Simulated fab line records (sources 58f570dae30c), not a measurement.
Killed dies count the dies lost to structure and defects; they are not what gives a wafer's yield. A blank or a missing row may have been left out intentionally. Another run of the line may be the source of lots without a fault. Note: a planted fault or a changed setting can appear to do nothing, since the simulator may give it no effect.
Problem report in the 8D (eight disciplines) form, filled by code :: flow berkeley-cmos170 :: the parts of the form that need people (team, actions taken, sign-off) are left out

== 1. THE ISSUE ==
bias-w at UCB170_M3_ETCH_17 reads a mean of 90.8 W on 2 wafers of 2 lots; wafers without a fault read 100.0 W with a standard deviation of 0.32. That puts it -29 standard deviations away from the usual mean.
The step: etches BARC in N2/H2.
Earliest sighting: wafer L600.2 on rie-diel-04 at day 11 09:34. The record has a number at this step for 38 wafers belonging to 14 lots. Rule for "out" (also "out of limits"): further than 4 standard deviations from the usual mean. The rest of the wafers with a number are treated as sound.

== 2. WHAT IT IS AND WHAT IT IS NOT ==
question: which readings at this step
is: bias-w
is not: drypump-motor-current-A, throttle-valve-pct

question: which lots
is: L600, L602
is not: L581, L582, L584, L585, L587, L588, L589, L591, L595, L599, L603, L604

question: which wafers of those lots
is: all that have a number
is not: -

question: read on which tools
is: rie-diel-04
is not: rie-diel-01, rie-diel-02

question: when
is: from day 11 09:34
is not: up to then (30 sound wafers); but 6 sound wafers of L603, L604 came after

== 3. SUSPECTS, AND WHAT RULES EACH OUT ==
Counting: a tool stays on the suspect list if, at a process step up to the reading, it processed all lots that are out and no sound lot following the first of them.
- cmp-02 at UCB170_V2_CMP_02 (polishes SiO2): ruled out as a lasting fault. After its first lot that is out, L600 (day 11 04:07), sound lots L604 ran on it.
- rie-diel-04 at UCB170_M3_ETCH_17 (etches BARC in N2/H2): kept. It processed each lot that is out, first L600 at day 11 09:34, and no sound lot thereafter; up to then, the last sound lot it processed was L595 at day 10 22:27. Its own readings are out on those wafers: bias-w.
After counting, what remains is rie-diel-04 at UCB170_M3_ETCH_17.

== 4. THE CAUSE (what the simulator had put in) ==
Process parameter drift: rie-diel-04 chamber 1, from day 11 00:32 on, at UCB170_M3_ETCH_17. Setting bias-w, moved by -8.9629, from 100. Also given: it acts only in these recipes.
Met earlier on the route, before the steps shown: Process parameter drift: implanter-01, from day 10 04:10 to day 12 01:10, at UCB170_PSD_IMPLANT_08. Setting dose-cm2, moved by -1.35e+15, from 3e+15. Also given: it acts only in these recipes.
This tool alone remained once counting was done.

== 5. THE CHAIN OF EFFECTS, in route order ==
Each row: a reading where the mean over the struck wafers with a number is more than 3 standard deviations away from the usual. Readings are gone through only where the record gives a usual standard deviation; hours: the median, over the lots, of the time from a lot's start at the first step in this table giving one to that lot's start at this step; sigmas: the change measured in usual standard deviations.
hours: 0
step: UCB170_M3_ETCH_17
reading: bias-w
usual: 100.0 W
on struck wafers: 90.8
change: -9.2
sigmas: -29
Here are the process steps it includes:
- UCB170_M3_ETCH_17: etches BARC in N2/H2.

== 6. WHAT WOULD HAVE CAUGHT IT SOONER ==
In this record the first reading out of limits was taken at day 11 09:34, 9 hours after the fault began at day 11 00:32.
